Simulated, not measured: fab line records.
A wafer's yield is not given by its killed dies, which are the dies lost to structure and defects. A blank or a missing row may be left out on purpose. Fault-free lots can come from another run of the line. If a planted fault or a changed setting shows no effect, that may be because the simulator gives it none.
Which tool did it? || flow rit-cmos || Sampling: 13 lots, 39 wafers, 5 of 202 route steps

== WHAT THE GAUGES SHOWED, per wafer ==
RIT_FOX2_THK_MEAS_01. Usual: for FOX2_OXIDE_THK the level is 352 nm and the standard deviation is 6.4.
{"lot": "L414", "measured": "day 1 23:41", "on": "film-metro-01", "FOX2_OXIDE_THK (nm)": "366 372 372", "flag": ""}
{"lot": "L416", "measured": "day 2 10:01", "on": "film-metro-02", "FOX2_OXIDE_THK (nm)": "345 343 344", "flag": ""}
{"lot": "L418", "measured": "day 2 20:11", "on": "film-metro-02", "FOX2_OXIDE_THK (nm)": "346 349 352", "flag": ""}
{"lot": "L419", "measured": "day 3 00:37", "on": "film-metro-01", "FOX2_OXIDE_THK (nm)": "356 356 352", "flag": ""}
{"lot": "L420", "measured": "day 3 05:28", "on": "film-metro-01", "FOX2_OXIDE_THK (nm)": "357 351 358", "flag": ""}
{"lot": "L421", "measured": "day 3 10:41", "on": "film-metro-01", "FOX2_OXIDE_THK (nm)": "352 353 357", "flag": ""}
{"lot": "L422", "measured": "day 3 16:23", "on": "film-metro-01", "FOX2_OXIDE_THK (nm)": "348 341 341", "flag": ""}
{"lot": "L424", "measured": "day 4 01:29", "on": "film-metro-01", "FOX2_OXIDE_THK (nm)": "339 344 341", "flag": ""}
{"lot": "L425", "measured": "day 4 06:30", "on": "film-metro-01", "FOX2_OXIDE_THK (nm)": "354 353 353", "flag": ""}
{"lot": "L426", "measured": "day 4 11:29", "on": "film-metro-03", "FOX2_OXIDE_THK (nm)": "352 346 349", "flag": ""}
{"lot": "L429", "measured": "day 5 02:23", "on": "film-metro-01", "FOX2_OXIDE_THK (nm)": "350 354 349", "flag": ""}
{"lot": "L435", "measured": "day 6 08:49", "on": "film-metro-01", "FOX2_OXIDE_THK (nm)": "352 350 351", "flag": ""}
{"lot": "L436", "measured": "day 6 13:27", "on": "film-metro-03", "FOX2_OXIDE_THK (nm)": "347 339 350", "flag": ""}

RIT_WELLDRIVE_RS_MEAS_01: the measuring method here is four-point-probe. Usual: for NWELL_RS the level is 275.7 ohm/sq and the standard deviation is 0.78.
{"lot": "L414", "measured": "day 2 08:54", "on": "film-metro-03", "NWELL_RS (ohm/sq)": "274.7 276.5 275.8", "flag": ""}
{"lot": "L416", "measured": "day 2 20:09", "on": "film-metro-03", "NWELL_RS (ohm/sq)": "276.0 276.3 276.0", "flag": ""}
{"lot": "L418", "measured": "day 3 05:38", "on": "film-metro-04", "NWELL_RS (ohm/sq)": "276.6 277.4 276.0", "flag": ""}
{"lot": "L419", "measured": "day 3 09:53", "on": "film-metro-01", "NWELL_RS (ohm/sq)": "275.1 274.9 274.8", "flag": ""}
{"lot": "L420", "measured": "day 3 15:42", "on": "film-metro-03", "NWELL_RS (ohm/sq)": "275.6 275.9 276.1", "flag": ""}
{"lot": "L421", "measured": "day 3 19:49", "on": "film-metro-04", "NWELL_RS (ohm/sq)": "275.8 276.1 276.3", "flag": ""}
{"lot": "L422", "measured": "day 4 01:54", "on": "film-metro-03", "NWELL_RS (ohm/sq)": "274.5 275.0 275.3", "flag": ""}
{"lot": "L424", "measured": "day 4 11:03", "on": "film-metro-01", "NWELL_RS (ohm/sq)": "275.3 276.1 275.6", "flag": ""}
{"lot": "L425", "measured": "day 4 15:53", "on": "film-metro-03", "NWELL_RS (ohm/sq)": "274.3 275.3 274.2", "flag": ""}
{"lot": "L426", "measured": "day 4 21:28", "on": "film-metro-01", "NWELL_RS (ohm/sq)": "274.6 275.2 275.1", "flag": ""}
{"lot": "L429", "measured": "day 5 11:49", "on": "film-metro-03", "NWELL_RS (ohm/sq)": "275.5 275.4 275.7", "flag": ""}
{"lot": "L435", "measured": "day 6 18:32", "on": "film-metro-01", "NWELL_RS (ohm/sq)": "275.1 275.2 275.1", "flag": ""}
{"lot": "L436", "measured": "day 6 23:37", "on": "film-metro-03", "NWELL_RS (ohm/sq)": "274.8 275.1 275.6", "flag": ""}

RIT_GATE_CD_MEAS_16: target cd 150 nm. Usual: 150.6 nm for cd-nm, sd 2.1.
{"lot": "L414", "measured": "day 2 19:15", "on": "cd-sem-01", "cd-nm (nm)": "151.0 151.8 151.7", "flag": ""}
{"lot": "L416", "measured": "day 3 04:16", "on": "cd-sem-02", "cd-nm (nm)": "147.6 148.7 146.4", "flag": ""}
{"lot": "L418", "measured": "day 3 13:47", "on": "cd-sem-01", "cd-nm (nm)": "150.9 148.5 150.9", "flag": ""}
{"lot": "L419", "measured": "day 3 18:37", "on": "cd-sem-01", "cd-nm (nm)": "147.6 149.2 150.3", "flag": ""}
{"lot": "L420", "measured": "day 4 00:44", "on": "cd-sem-01", "cd-nm (nm)": "149.4 149.8 152.4", "flag": ""}
{"lot": "L421", "measured": "day 4 05:00", "on": "cd-sem-02", "cd-nm (nm)": "148.5 147.1 149.3", "flag": ""}
{"lot": "L422", "measured": "day 4 10:37", "on": "cd-sem-01", "cd-nm (nm)": "152.3 150.5 149.2", "flag": ""}
{"lot": "L424", "measured": "day 4 20:50", "on": "cd-sem-02", "cd-nm (nm)": "149.4 148.8 148.8", "flag": ""}
{"lot": "L425", "measured": "day 4 23:59", "on": "cd-sem-02", "cd-nm (nm)": "127.6 128.0 127.4", "flag": "OFF"}
{"lot": "L426", "measured": "day 5 06:37", "on": "cd-sem-02", "cd-nm (nm)": "152.0 150.4 150.5", "flag": ""}
{"lot": "L429", "measured": "day 5 20:16", "on": "cd-sem-02", "cd-nm (nm)": "152.5 152.7 153.4", "flag": ""}
{"lot": "L435", "measured": "day 7 02:32", "on": "cd-sem-02", "cd-nm (nm)": "150.4 149.9 150.9", "flag": ""}
{"lot": "L436", "measured": "day 7 08:50", "on": "cd-sem-01", "cd-nm (nm)": "153.3 152.7 149.5", "flag": ""}

== WHICH TOOL RAN EACH LOT (tool, then ch and the chambers of the sampled wafers, then the start) ==
{"lot": "L414", "RIT_PWELL_STRIP_09": "plasma-asher-04 ch 0,1, day 2 03:36", "RIT_GATE_EXPOSE_13": "iline-stepper-02 ch 0, day 2 18:51"}
{"lot": "L416", "RIT_PWELL_STRIP_09": "plasma-asher-02 ch 0,1, day 2 14:43", "RIT_GATE_EXPOSE_13": "iline-stepper-02 ch 0, day 3 03:52"}
{"lot": "L418", "RIT_PWELL_STRIP_09": "plasma-asher-04 ch 0,1, day 3 00:07", "RIT_GATE_EXPOSE_13": "iline-stepper-01 ch 0, day 3 13:23"}
{"lot": "L419", "RIT_PWELL_STRIP_09": "plasma-asher-04 ch 0,1, day 3 04:33", "RIT_GATE_EXPOSE_13": "iline-stepper-02 ch 0, day 3 18:13"}
{"lot": "L420", "RIT_PWELL_STRIP_09": "plasma-asher-03 ch 0,1, day 3 10:11", "RIT_GATE_EXPOSE_13": "iline-stepper-01 ch 0, day 4 00:20"}
{"lot": "L421", "RIT_PWELL_STRIP_09": "plasma-asher-03 ch 0,1, day 3 14:29", "RIT_GATE_EXPOSE_13": "iline-stepper-02 ch 0, day 4 04:29"}
{"lot": "L422", "RIT_PWELL_STRIP_09": "plasma-asher-03 ch 0,1, day 3 20:35", "RIT_GATE_EXPOSE_13": "iline-stepper-01 ch 0, day 4 10:13"}
{"lot": "L424", "RIT_PWELL_STRIP_09": "plasma-asher-03 ch 0,1, day 4 05:44", "RIT_GATE_EXPOSE_13": "iline-stepper-01 ch 0, day 4 20:26"}
{"lot": "L425", "RIT_PWELL_STRIP_09": "plasma-asher-02 ch 0,1, day 4 10:34", "RIT_GATE_EXPOSE_13": "iline-stepper-02 ch 0, day 4 23:35"}
{"lot": "L426", "RIT_PWELL_STRIP_09": "plasma-asher-03 ch 0,1, day 4 15:50", "RIT_GATE_EXPOSE_13": "iline-stepper-01 ch 0, day 5 06:05"}
{"lot": "L429", "RIT_PWELL_STRIP_09": "plasma-asher-03 ch 0,1, day 5 06:31", "RIT_GATE_EXPOSE_13": "iline-stepper-01 ch 0, day 5 19:44"}
{"lot": "L435", "RIT_PWELL_STRIP_09": "plasma-asher-02 ch 1, day 6 13:01", "RIT_GATE_EXPOSE_13": "iline-stepper-02 ch 0, day 7 02:04"}
{"lot": "L436", "RIT_PWELL_STRIP_09": "plasma-asher-02 ch 0,1, day 6 17:32", "RIT_GATE_EXPOSE_13": "iline-stepper-01 ch 0, day 7 08:26"}
- RIT_PWELL_STRIP_09: strips in O2, time 180 s.
- RIT_GATE_EXPOSE_13: exposes mask M6, target cd 150 nm.

== WHAT THE TOOLS THEMSELVES READ (means of the sampled wafers that have a number; where no wafer has one, the mark that the record gives instead) ==
RIT_PWELL_STRIP_09. Usual: 5.8 A for drypump-motor-current-A, sd 0.42.
{"lot": "L414", "tool": "plasma-asher-04", "drypump-motor-current-A (A)": 6.2, "flag": ""}
{"lot": "L416", "tool": "plasma-asher-02", "drypump-motor-current-A (A)": 5.3, "flag": ""}
{"lot": "L418", "tool": "plasma-asher-04", "drypump-motor-current-A (A)": 6.2, "flag": ""}
{"lot": "L419", "tool": "plasma-asher-04", "drypump-motor-current-A (A)": 6.2, "flag": ""}
{"lot": "L420", "tool": "plasma-asher-03", "drypump-motor-current-A (A)": 6.1, "flag": ""}
{"lot": "L421", "tool": "plasma-asher-03", "drypump-motor-current-A (A)": 6.0, "flag": ""}
{"lot": "L422", "tool": "plasma-asher-03", "drypump-motor-current-A (A)": 5.8, "flag": ""}
{"lot": "L424", "tool": "plasma-asher-03", "drypump-motor-current-A (A)": 6.0, "flag": ""}
{"lot": "L425", "tool": "plasma-asher-02", "drypump-motor-current-A (A)": 5.4, "flag": ""}
{"lot": "L426", "tool": "plasma-asher-03", "drypump-motor-current-A (A)": 5.8, "flag": ""}
{"lot": "L429", "tool": "plasma-asher-03", "drypump-motor-current-A (A)": 5.8, "flag": ""}
{"lot": "L435", "tool": "plasma-asher-02", "drypump-motor-current-A (A)": 5.4, "flag": ""}
{"lot": "L436", "tool": "plasma-asher-02", "drypump-motor-current-A (A)": 5.3, "flag": ""}

RIT_GATE_EXPOSE_13. Usual: exposure-dose-mJ-cm2 380.0, standard deviation 0.36; reticle-temp-C 23.01 C, standard deviation 0.1.
{"lot": "L414", "tool": "iline-stepper-02", "exposure-dose-mJ-cm2": 380.1, "reticle-temp-C (C)": 23.06, "flag": ""}
{"lot": "L416", "tool": "iline-stepper-02", "exposure-dose-mJ-cm2": 380.4, "reticle-temp-C (C)": 22.99, "flag": ""}
{"lot": "L418", "tool": "iline-stepper-01", "exposure-dose-mJ-cm2": 380.1, "reticle-temp-C (C)": 22.88, "flag": ""}
{"lot": "L419", "tool": "iline-stepper-02", "exposure-dose-mJ-cm2": 380.2, "reticle-temp-C (C)": 23.15, "flag": ""}
{"lot": "L420", "tool": "iline-stepper-01", "exposure-dose-mJ-cm2": 380.2, "reticle-temp-C (C)": 23.04, "flag": ""}
{"lot": "L421", "tool": "iline-stepper-02", "exposure-dose-mJ-cm2": 380.0, "reticle-temp-C (C)": 22.90, "flag": ""}
{"lot": "L422", "tool": "iline-stepper-01", "exposure-dose-mJ-cm2": 380.0, "reticle-temp-C (C)": 23.03, "flag": ""}
{"lot": "L424", "tool": "iline-stepper-01", "exposure-dose-mJ-cm2": 380.2, "reticle-temp-C (C)": 22.93, "flag": ""}
{"lot": "L425", "tool": "iline-stepper-02", "exposure-dose-mJ-cm2": 380.4, "reticle-temp-C (C)": 22.96, "flag": ""}
{"lot": "L426", "tool": "iline-stepper-01", "exposure-dose-mJ-cm2": 379.8, "reticle-temp-C (C)": 22.93, "flag": ""}
{"lot": "L429", "tool": "iline-stepper-01", "exposure-dose-mJ-cm2": 379.7, "reticle-temp-C (C)": 22.97, "flag": ""}
{"lot": "L435", "tool": "iline-stepper-02", "exposure-dose-mJ-cm2": 380.0, "reticle-temp-C (C)": 23.16, "flag": ""}
{"lot": "L436", "tool": "iline-stepper-01", "exposure-dose-mJ-cm2": 379.9, "reticle-temp-C (C)": 22.99, "flag": ""}

== THE ANSWER, worked out from the rows above alone ==
Rule: a lot is off if the mean of its wafers that have a number lies more than 3 standard deviations from the usual mean. Also off: a lot with no number at a reading for which 4 or more lots have one. All remaining lots with rows at the step are treated as sound. The gauges are gone through in route order, then the tools' own readings, and for those a lot's mean is taken as printed above. At the first step where some lot is off, the reading lying furthest off is the one used; lots without a number count as furthest.
Off at RIT_GATE_CD_MEAS_16 (cd-nm): L425.
A tool fits if, at a process step before that reading, it ran every lot that is off, and no sound lot after the first of them. The gauges at RIT_GATE_CD_MEAS_16 are tried like those tools. Not one of the candidates tried fits.

== WHAT THE SIMULATOR PUT IN ==
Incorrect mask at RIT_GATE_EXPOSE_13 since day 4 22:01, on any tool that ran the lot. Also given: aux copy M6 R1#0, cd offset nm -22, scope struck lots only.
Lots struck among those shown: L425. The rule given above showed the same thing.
